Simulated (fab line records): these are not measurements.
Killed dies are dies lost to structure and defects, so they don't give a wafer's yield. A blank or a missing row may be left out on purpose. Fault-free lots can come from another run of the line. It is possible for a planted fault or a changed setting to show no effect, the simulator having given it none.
Struck lot and sound lot, side by side :: flow rit cmos :: 15 steps out of a route of 202
Sound: the wafers L475.1, L475.3, L475.6. Struck: wafer L479.1 (left out: L479.4, L479.6 of the same lot, which were not struck); the cause appears at the end.
Order at every step that has rows: each side's tool, ch and its chambers, its first start. Under that, the readings that differ: sound wafers :: struck wafers :: difference of the means :: sigmas: that difference in standard deviations of wafers without a fault.
alike: readings with means less than 2 such deviations apart, plus words and numbers identical on both sides. not compared: withheld readings, readings lacking a value on some wafer, bounds such as >300 that could conceal the same value, and numbers that have no deviation in the record and whose values overlap.
The two part at a step that has a row with sigmas, a row that says differs or no value, or rows on one side only. Numbers that have no deviation but don't overlap get no sigmas and don't part them. A reading that every wafer of one side lacks parts them only if that side has two wafers or more.

RIT_M1_SPUTTER_00: material Al, target thk 400 nm, time 500 s.
  sound: pvd sputter-01 at day 5 07:10; struck: pvd sputter-02 at day 5 22:39
reading: throttle valve pct (%)
sound: 30.8 32.4 30.8
struck: 29.3
difference: -2.0
sigmas: -2
RIT_M1_RS_MEAS_01: the measuring method here is four-point-probe.
  sound: film metro-03 at day 5 07:28; struck: film metro-03 at day 5 22:57
reading: M1_AL_RS (ohm/sq)
sound: 0.0737 0.0734 0.0737
struck: 0.0722
difference: -0.0014
sigmas: -2
RIT_M1_THK_MEAS_02: measures by xrf.
  sound: film metro-03 at day 5 07:35; struck: film metro-03 at day 5 23:04
  alike: M1_AL_THK
then, 6 steps without rows for these wafers: RIT_M1_HMDS_03 (prime time 60 s); RIT_M1_COAT_04 (resist thk 1300 nm); RIT_M1_SOFTBAKE_05 (time 60 s); RIT_M1_EXPOSE_06 (exposes mask M12, target cd 2600 nm); RIT_M1_PEB_07; RIT_M1_DEVELOP_08 (develop time 68 s).
RIT_M1_CD_MEAS_09 targets a cd of 2600 nm.
  sound: cd sem-02 at day 5 08:39; struck: cd sem-01 at day 6 00:08
  alike: cd nm
RIT_M1_OVL_MEAS_10:
  sound: overlay-01 at day 5 08:46; struck: overlay-01 at day 6 00:15
  alike: M1_OVL
then, 1 step without rows for these wafers: RIT_M1_HARDBAKE_11 (time 120 s).
RIT_M1_METAL_ETCH_12: etches Al in Cl2/BCl3, stops on SiO2, time 165 s, target depth 600 nm.
  sound on rie metal-02 ch 0,1, day 5 09:10; struck on rie metal-04 ch 0, day 6 00:32
reading: over etch frac
sound: 0.5 0.5 0.5
struck: 0.45402
difference: -0.04598
sigmas: 

reading: model.NOVOLAK_of_M1_COAT_04.thk nm (nm)
sound: 802.3 802.9 803.6
struck: 811.1
difference: +8.2
sigmas: 
  alike: drypump motor current A, oes product au, throttle valve pct
  not compared: rf hours counter h
then, 1 step without rows for these wafers: RIT_M1_STRIP_13 (strips in nmp, time 600 s).
RIT_M1_PROBE_99:
  sound: prober-01 at day 5 11:26; struck: prober-01 at day 6 02:48
reading: defect limited yield (%)
sound: 97.7 99.6 98.5
struck: 95.5
difference: -3.1
sigmas: -3

reading: killed at front end
sound: 6 1 4
struck: 12
difference: +8
sigmas: +3

reading: killed dies
sound: 6 1 4
struck: 12
difference: +8
sigmas: +3

reading: killed open
sound: 6 0 2
struck: 8
difference: +5
sigmas: +3
  alike: killed at contacts, killed short

== WHERE THEY PART ==
Earliest at RIT_M1_SPUTTER_00; latest, in this record, at RIT_M1_PROBE_99.

WHY: what had been put in by the simulator
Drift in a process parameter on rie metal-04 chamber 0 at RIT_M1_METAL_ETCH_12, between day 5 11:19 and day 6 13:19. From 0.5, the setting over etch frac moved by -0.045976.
